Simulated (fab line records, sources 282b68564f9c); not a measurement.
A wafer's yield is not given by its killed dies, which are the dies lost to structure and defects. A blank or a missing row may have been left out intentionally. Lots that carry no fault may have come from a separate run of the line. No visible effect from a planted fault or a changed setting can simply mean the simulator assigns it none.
The tool behind it: which one? + flow rit-cmos + Sampling: 14 lots, 42 wafers, 2 of 202 route steps

## WHAT EACH GAUGE READ, for each wafer
The record holds no reading of a measuring or inspecting step that can be judged against a usual standard deviation.

## WHAT TOOL EACH LOT RAN ON (gives the tool, then ch and the chambers of the sampled wafers, and finally the start)
| lot  | RIT_PSD_DEVELOP_05               | RIT_M1_PROBE_99        |
|------|----------------------------------|------------------------|
| L125 | litho-track-03 ch 0, day 3 00:00 | -                      |
| L126 | litho-track-03 ch 0, day 3 06:00 | -                      |
| L127 | litho-track-01 ch 0, day 3 10:00 | -                      |
| L128 | litho-track-01 ch 0, day 3 14:00 | -                      |
| L129 | litho-track-04 ch 0, day 3 21:00 | prober-01, day 4 06:35 |
| L130 | litho-track-01 ch 0, day 4 06:00 | prober-02, day 4 15:26 |
| L133 | litho-track-04 ch 0, day 4 21:00 | -                      |
| L135 | litho-track-01 ch 0, day 5 09:00 | -                      |
| L137 | litho-track-01 ch 0, day 5 17:00 | -                      |
| L141 | litho-track-03 ch 0, day 6 16:00 | -                      |
| L142 | litho-track-03 ch 0, day 6 18:00 | -                      |
| L145 | litho-track-04 ch 0, day 7 09:00 | -                      |
| L146 | litho-track-04 ch 0, day 7 12:00 | -                      |
| L147 | litho-track-03 ch 0, day 7 18:00 | -                      |
- RIT_PSD_DEVELOP_05: develop time 50 s.
- RIT_M1_PROBE_99

## AS READ BY THE TOOLS THEMSELVES (means over the sampled wafers that have a number; for cases with no such wafer, the mark the record gives instead)
RIT_PSD_DEVELOP_05.
| lot  | tool           | chill-plate-temp-C (C) | developer-temp-C (C) |
|------|----------------|------------------------|----------------------|
| L125 | litho-track-03 | 23.01                  | 23.10                |
| L126 | litho-track-03 | 23.04                  | 22.90                |
| L127 | litho-track-01 | 23.05                  | 23.00                |
| L128 | litho-track-01 | 22.92                  | 23.11                |
| L129 | litho-track-04 | 23.09                  | 22.89                |
| L130 | litho-track-01 | 23.05                  | 22.93                |
| L133 | litho-track-04 | 22.88                  | 22.94                |
| L135 | litho-track-01 | 23.19                  | 23.81                |
| L137 | litho-track-01 | 23.03                  | 24.00                |
| L141 | litho-track-03 | 22.93                  | 22.89                |
| L142 | litho-track-03 | 23.09                  | 23.06                |
| L145 | litho-track-04 | 22.95                  | 23.02                |
| L146 | litho-track-04 | 22.96                  | 22.95                |
| L147 | litho-track-03 | 23.00                  | 22.85                |

RIT_M1_PROBE_99.
| lot  | tool      | killed_at_M0_to_M3 | killed-at-contacts | killed-at-front-end | killed-dies | killed-open | killed-short |
|------|-----------|--------------------|--------------------|---------------------|-------------|-------------|--------------|
| L129 | prober-01 | 0.0                | 0.0                | 6.7                 | 6.7         | 4.0         | 2.7          |
| L130 | prober-02 | 0.0                | 0.0                | 8.3                 | 8.3         | 3.3         | 5.0          |

## THE ANSWER, worked out from the rows above alone
Rule: the lots themselves supply what counts as usual. Put in order of their means at a reading, lots are off if they are a third of the lots or fewer, leave a main group of 4 or more, and stand apart from it by a gap of 3 or more times the standard deviation of the main group's means; of several such gaps the widest counts. Not used: any main group whose means are identical at the precision the tables above print for the reading. Also off: a lot with no number at a reading for which 4 or more lots have one. Where the step has rows for the other lots, those lots are counted as sound. After the gauges, taken in route order, come the tools' own readings; for these a lot's mean is taken, as printed above. At the first step where some lot is off, the reading lying furthest off is the one used; lots without a number count as furthest.
Off: L135, L137, at RIT_PSD_DEVELOP_05 (developer-temp-C). The main group has a mean of 22.97 C with a standard deviation of 0.083.
If a tool, at that step or one of the process steps before it, ran each lot that is off and ran no sound lot following the first of them, it fits. One fits: RIT_PSD_DEVELOP_05 on litho-track-01. A fault onset in the window from L130 (day 4 06:00, its last sound lot) to L135 (day 5 09:00, its first lot off) fits.
The tool's own readings at RIT_PSD_DEVELOP_05 bear it out: on the lots that are off they differ by more than 5 times the standard deviation of the sound lots' means. developer-temp-C reads 23.91 C there against 22.97 C on the sound lots.

## WHAT THE SIMULATOR HAD INSERTED
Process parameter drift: litho-track-01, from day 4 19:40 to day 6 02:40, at RIT_PSD_DEVELOP_05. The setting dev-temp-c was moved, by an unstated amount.
Struck lots among those shown: L135, L137. The rule given above showed the same thing.
